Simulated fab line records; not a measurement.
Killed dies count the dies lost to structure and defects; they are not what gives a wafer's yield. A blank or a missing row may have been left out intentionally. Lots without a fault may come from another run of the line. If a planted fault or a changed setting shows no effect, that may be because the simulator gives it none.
A lot that was struck, set against a sound lot ; flow rit_cmos ; 15 out of 202 route steps
Sound: these wafers, L965.4, L965.5, L965.6. The struck wafers were L974.1, L974.5, L974.6. The cause comes at the end.
Per side, at each step with rows, come the tool, then ch with its chambers, and then its first start. Under that, the readings that differ: sound wafers ; struck wafers ; difference of the means ; sigmas: that difference in standard deviations of wafers without a fault.
alike: a reading whose means differ by less than 2 such deviations, as well as words and numbers matching on both sides. not compared: withheld readings; readings where some wafer has no value; bounds like >300 that might hide an equal value; numbers whose values overlap and for which the record gives no deviation.
The two part at a step that has a row with sigmas, a row that says differs or no value, or rows on one side only. Numbers that have no deviation but don't overlap get no sigmas and don't part them. Lack of a reading on every wafer of one side parts them only where that side has two or more wafers.

RIT_PSD_TW_MEAS_10:
  sound on film_metro-01 at day 3 19:48; struck on film_metro-01 at day 5 07:50
  alike: PSD_TW
then, 3 steps without rows for these wafers: RIT_SDANNEAL_CLEAN_00 (cleans in SC1, time 600 s); RIT_SDANNEAL_CLEAN_01 (cleans in dHF, time 30 s); RIT_SDANNEAL_CLEAN_02 (cleans in SC2, time 600 s).
RIT_SDANNEAL_RTA_03: time 5 s.
  sound on rtp_anneal-01 ch 0, day 3 20:37; struck on rtp_anneal-02 ch 0, day 5 08:16
  alike: ramp_down_c_per_s, wafer_temp_C_max
RIT_SDANNEAL_RS_MEAS_04: uses a four-point probe to measure.
  sound on film_metro-03 at day 3 20:41; struck on film_metro-04 at day 5 08:19
  alike: PSD_RS
RIT_SDANNEAL_RS_MEAS_05: uses a four-point probe to measure.
  sound on film_metro-03 at day 3 20:49; struck on film_metro-04 at day 5 08:26
  alike: NSD_RS
RIT_SDANNEAL_RS_MEAS_06: uses a four-point probe to measure.
  sound on film_metro-03 at day 3 20:56; struck on film_metro-04 at day 5 08:34
  alike: PLDD_RS
RIT_SDANNEAL_RS_MEAS_07: uses a four-point probe to measure.
  sound on film_metro-03 at day 3 21:03; struck on film_metro-04 at day 5 08:41
  alike: NLDD_RS
then, 1 step without rows for these wafers: RIT_SILICIDE_WET_ETCH_00 (etches SiO2 in BOE, target depth 14 nm, time 15 s).
RIT_SILICIDE_SPUTTER_01: material Ti, target thk 30 nm, time 240 s.
  sound on pvd_sputter-04 at day 3 21:08; struck on pvd_sputter-04 at day 5 08:49
  alike: throttle_valve_pct
RIT_SILICIDE_RS_MEAS_02: uses a four-point probe to measure.
  sound on film_metro-02 at day 3 21:20; struck on film_metro-02 at day 5 08:58
  alike: SILICIDE_TI_RS
RIT_SILICIDE_THK_MEAS_03: measures by xrf.
  sound on film_metro-02 at day 3 21:26; struck on film_metro-02 at day 5 09:05
  alike: SILICIDE_TI_THK
RIT_SILICIDE_RTA_04: time 10 s, ramp up 5 s, ramp down 5 s.
  sound on rtp_anneal-02 ch 0, day 3 21:29; struck on rtp_anneal-01 ch 0, day 5 09:08
  alike: wafer_temp_C_max
RIT_M1_PROBE_99:
  sound on prober-02 at day 4 04:02; struck on prober-01 at day 5 16:01
  alike: killed_at_front_end, killed_dies, killed_on_rim, killed_open, killed_short

WHERE THEY PART
Nowhere in this record.

WHY: what the simulator had put in
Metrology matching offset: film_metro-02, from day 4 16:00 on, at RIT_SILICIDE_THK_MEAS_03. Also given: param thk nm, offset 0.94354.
